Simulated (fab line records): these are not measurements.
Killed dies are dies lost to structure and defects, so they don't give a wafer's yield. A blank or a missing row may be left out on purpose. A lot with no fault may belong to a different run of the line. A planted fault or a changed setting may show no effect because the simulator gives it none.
Matching of chambers :: flow berkeley cmos170 :: cmp-02 running UCB170_V2_CMP_02: 4 sister chambers
The step polishes SiO2. 4 wafers are shown with their chamber, then 9 later ones without.

== WAFERS PAIRED WITH THEIR CHAMBERS ==
wafer: L208.3
chamber: 3
motor current A (A): 16.4

wafer: L210.1
chamber: 0
motor current A (A): 18.8

wafer: L210.2
chamber: 2
motor current A (A): 19.8

wafer: L210.6
chamber: 1
motor current A (A): 14.3

== WAFERS WHOSE CHAMBER IS MISSING ==
wafer: L212.2
motor current A (A): 17.8

wafer: L212.3
motor current A (A): 18.9

wafer: L212.5
motor current A (A): 19.9

wafer: L214.2
motor current A (A): 17.5

wafer: L214.3
motor current A (A): 17.1

wafer: L214.4
motor current A (A): 14.6

wafer: L219.2
motor current A (A): 17.2

wafer: L219.3
motor current A (A): 16.9

wafer: L219.4
motor current A (A): 18.6

== THE CHAMBER EACH PASSED THROUGH ==
wafer: L212.2
from the rows above: can't be placed: 0 or 3 or 2
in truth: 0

wafer: L212.3
from the rows above: can't be placed: 0 or 2
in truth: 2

wafer: L212.5
from the rows above: can't be placed: 2 or 0
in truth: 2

wafer: L214.2
from the rows above: can't be placed: 3 or 0 or 2
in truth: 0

wafer: L214.3
from the rows above: can't be placed: 3 or 0
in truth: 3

wafer: L214.4
from the rows above: 1
in truth: 1

wafer: L219.2
from the rows above: can't be placed: 3 or 0
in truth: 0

wafer: L219.3
from the rows above: 3
in truth: 3

wafer: L219.4
from the rows above: can't be placed: 0 or 2
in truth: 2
Placed correctly: 2 of 9. Can't be placed from these rows: 7 (the true chamber is among the candidates in 7). Wrongly placed: 0.
How it was worked out, from the rows above alone: a wafer's distance from a chamber is the root of the sum, over the readings, of the square of ((its reading less the chamber's mean) divided by the reading's scatter). The wafer belongs to the nearest chamber; if the next one is less than 2 further off, it can't be placed. For every chamber, the mean is computed from those of its wafers that are shown. The scatter: with one shown wafer a chamber, the root of the mean of the squares of how far each hidden wafer lies from its nearest shown one.
